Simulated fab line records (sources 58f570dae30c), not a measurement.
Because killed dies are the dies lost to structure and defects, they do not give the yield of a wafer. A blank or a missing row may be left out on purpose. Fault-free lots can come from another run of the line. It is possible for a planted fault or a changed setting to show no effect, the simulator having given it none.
Matching of chambers :: flow berkeley-cmos170 :: rie-diel-01 running UCB170_M3_ETCH_17: 4 sister chambers
The step etches BARC in N2/H2. 14 wafers are shown with their chamber, then 7 later ones without.

== WAFERS, EACH WITH ITS CHAMBER ==
wafer: L581.3
chamber: 3
throttle-valve-pct (%): 13.31
drypump-motor-current-A (A): 5.9
oes-product-au (a.u.): 1.008

wafer: L581.5
chamber: 1
throttle-valve-pct (%): 13.23
drypump-motor-current-A (A): 6.1
oes-product-au (a.u.): 0.978

wafer: L581.6
chamber: 2
throttle-valve-pct (%): 13.48
drypump-motor-current-A (A): 6.1
oes-product-au (a.u.): 0.970

wafer: L580.2
chamber: 0
throttle-valve-pct (%): 13.42
drypump-motor-current-A (A): 6.0
oes-product-au (a.u.): 0.988

wafer: L580.5
chamber: 0
throttle-valve-pct (%): 13.42
drypump-motor-current-A (A): 6.0
oes-product-au (a.u.): 0.984

wafer: L580.6
chamber: 1
throttle-valve-pct (%): 13.23
drypump-motor-current-A (A): 6.1
oes-product-au (a.u.): 0.989

wafer: L586.2
chamber: 3
throttle-valve-pct (%): 13.30
drypump-motor-current-A (A): 5.9
oes-product-au (a.u.): 1.020

wafer: L586.3
chamber: 0
throttle-valve-pct (%): 13.44
drypump-motor-current-A (A): 6.1
oes-product-au (a.u.): 0.985

wafer: L586.6
chamber: 3
throttle-valve-pct (%): 13.31
drypump-motor-current-A (A): 5.9
oes-product-au (a.u.): 1.010

wafer: L592.1
chamber: 1
throttle-valve-pct (%): 13.25
drypump-motor-current-A (A): 6.1
oes-product-au (a.u.): 0.965

wafer: L592.2
chamber: 2
throttle-valve-pct (%): 13.47
drypump-motor-current-A (A): 6.1
oes-product-au (a.u.): 0.986

wafer: L592.5
chamber: 3
throttle-valve-pct (%): 13.32
drypump-motor-current-A (A): 5.9
oes-product-au (a.u.): 1.026

wafer: L594.1
chamber: 2
throttle-valve-pct (%): 13.49
drypump-motor-current-A (A): 6.1
oes-product-au (a.u.): 0.996

wafer: L594.4
chamber: 3
throttle-valve-pct (%): 13.32
drypump-motor-current-A (A): 5.9
oes-product-au (a.u.): 1.019

SIGNATURES, as means of the wafers listed above
reading: throttle-valve-pct
chamber 0: 13.4267
chamber 1: 13.2367
chamber 2: 13.4800
chamber 3: 13.3120
scatter within a chamber: 0.0101

reading: drypump-motor-current-A
chamber 0: 6.033
chamber 1: 6.100
chamber 2: 6.100
chamber 3: 5.900
scatter within a chamber: 0.0258

reading: oes-product-au
chamber 0: 0.98567
chamber 1: 0.97733
chamber 2: 0.98400
chamber 3: 1.01660
scatter within a chamber: 0.0093
Rule: for each reading, subtract the chamber's mean from the wafer's reading, divide by that reading's scatter and square the result; add these up over the readings and take the root, which gives the wafer's distance from the chamber. The wafer belongs to the nearest chamber; if the next one is less than 2 further off, it can't be placed. How the scatter is found: for the shown wafers, subtract from each reading the mean of its chamber, square and add these, divide the total by (wafers less chambers), then take the root.

== WAFERS WHOSE CHAMBER IS MISSING ==
wafer: L594.5
throttle-valve-pct (%): 13.50
drypump-motor-current-A (A): 6.1
oes-product-au (a.u.): 0.988

wafer: L596.1
throttle-valve-pct (%): 13.31
drypump-motor-current-A (A): 5.9
oes-product-au (a.u.): 1.027

wafer: L596.2
throttle-valve-pct (%): 13.43
drypump-motor-current-A (A): 6.0
oes-product-au (a.u.): 0.981

wafer: L596.6
throttle-valve-pct (%): 13.49
drypump-motor-current-A (A): 6.1
oes-product-au (a.u.): 0.993

wafer: L600.3
throttle-valve-pct (%): 13.33
drypump-motor-current-A (A): 5.9
oes-product-au (a.u.): 1.021

wafer: L600.4
throttle-valve-pct (%): 13.47
drypump-motor-current-A (A): 6.2
oes-product-au (a.u.): 0.983

wafer: L600.6
throttle-valve-pct (%): 13.49
drypump-motor-current-A (A): 6.1
oes-product-au (a.u.): 0.976

== EACH ONE'S CHAMBER ==
wafer: L594.5
from the rows above: 2
in truth: 2

wafer: L596.1
from the rows above: 3
in truth: 3

wafer: L596.2
from the rows above: 0
in truth: 0

wafer: L596.6
from the rows above: 2
in truth: 2

wafer: L600.3
from the rows above: 3
in truth: 3

wafer: L600.4
from the rows above: 2
in truth: 2

wafer: L600.6
from the rows above: 2
in truth: 2
7 of 7 placed correctly. Number that these rows cannot place: 0. Placed wrongly: 0.
